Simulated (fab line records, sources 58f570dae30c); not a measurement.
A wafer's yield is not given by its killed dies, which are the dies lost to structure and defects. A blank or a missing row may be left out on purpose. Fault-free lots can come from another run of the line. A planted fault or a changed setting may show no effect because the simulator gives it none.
The tool behind it: which one?    flow berkeleyCmos170    Sampling: 7 lots, 21 wafers, 2 of 331 route steps

## WHAT EACH GAUGE READ, for each wafer
UCB170_FIELD_THK_MEAS_90.
lot   measured      on            FIELD_OXIDE_LEFT_1_THK (nm)
L686  day 5 23:04   filmMetro-02  440 445 438
L689  day 7 05:16   filmMetro-01  443 444 456
L693  day 7 21:47   filmMetro-02  423 428 434
L695  day 8 08:40   filmMetro-01  439 438 436
L700  day 9 03:12   filmMetro-02  468 478 485
L703  day 9 19:38   filmMetro-04  439 449 448
L706  day 10 09:01  filmMetro-02  440 441 447

## TOOL THAT RAN EACH LOT (tool first, then ch and the chambers of the sampled wafers, then the start)
lot   UCB170_FIELD_WET_ETCH_05
L686  wetBench-02 ch 3, day 5 19:11
L689  wetBench-02 ch 3, day 7 01:28
L693  wetBench-02 ch 2, day 7 18:15
L695  wetBench-04 ch 0, day 8 05:08
L700  wetBench-04 ch 3, day 8 23:39
L703  wetBench-03 ch 2, day 9 15:47
L706  wetBench-02 ch 3, day 10 05:29
- UCB170_FIELD_WET_ETCH_05: etches Si3N4 in H3PO4, time 12600 s.

## THE ANSWER, worked out from the rows above alone
Rule: what is usual is taken from the lots themselves. Put in order of their means at a reading, lots are off if they are a third of the lots or fewer, leave a main group of 4 or more, and stand apart from it by a gap of 3 or more times the standard deviation of the main group's means; of several such gaps the widest counts. The tables above print the reading to a certain number of digits; a main group whose means all agree to those digits is not used. Also off: a lot with no number at a reading for which 4 or more lots have one. All remaining lots with rows at the step are treated as sound.
Off: L700, at UCB170_FIELD_THK_MEAS_90 (FIELD_OXIDE_LEFT_1_THK). The main group has a mean of 440 nm with a standard deviation of 6.3.
If a tool, at a process step before that reading, ran all the lots that are off and no sound lot after the first of them, it fits. The gauges at UCB170_FIELD_THK_MEAS_90 are tried like those tools. One candidate fits, namely wetBench-04 at UCB170_FIELD_WET_ETCH_05. A fault onset in the window from L695 (day 8 05:08, its last sound lot) to L700 (day 8 23:39, its first lot off) fits.

## WHAT THE SIMULATOR HAD PUT IN
At UCB170_FIELD_WET_ETCH_05, the step was skipped entirely on wetBench-04 from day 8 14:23 on. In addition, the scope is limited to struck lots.
Shown lots that were struck: L700. The rule given above showed the same thing.
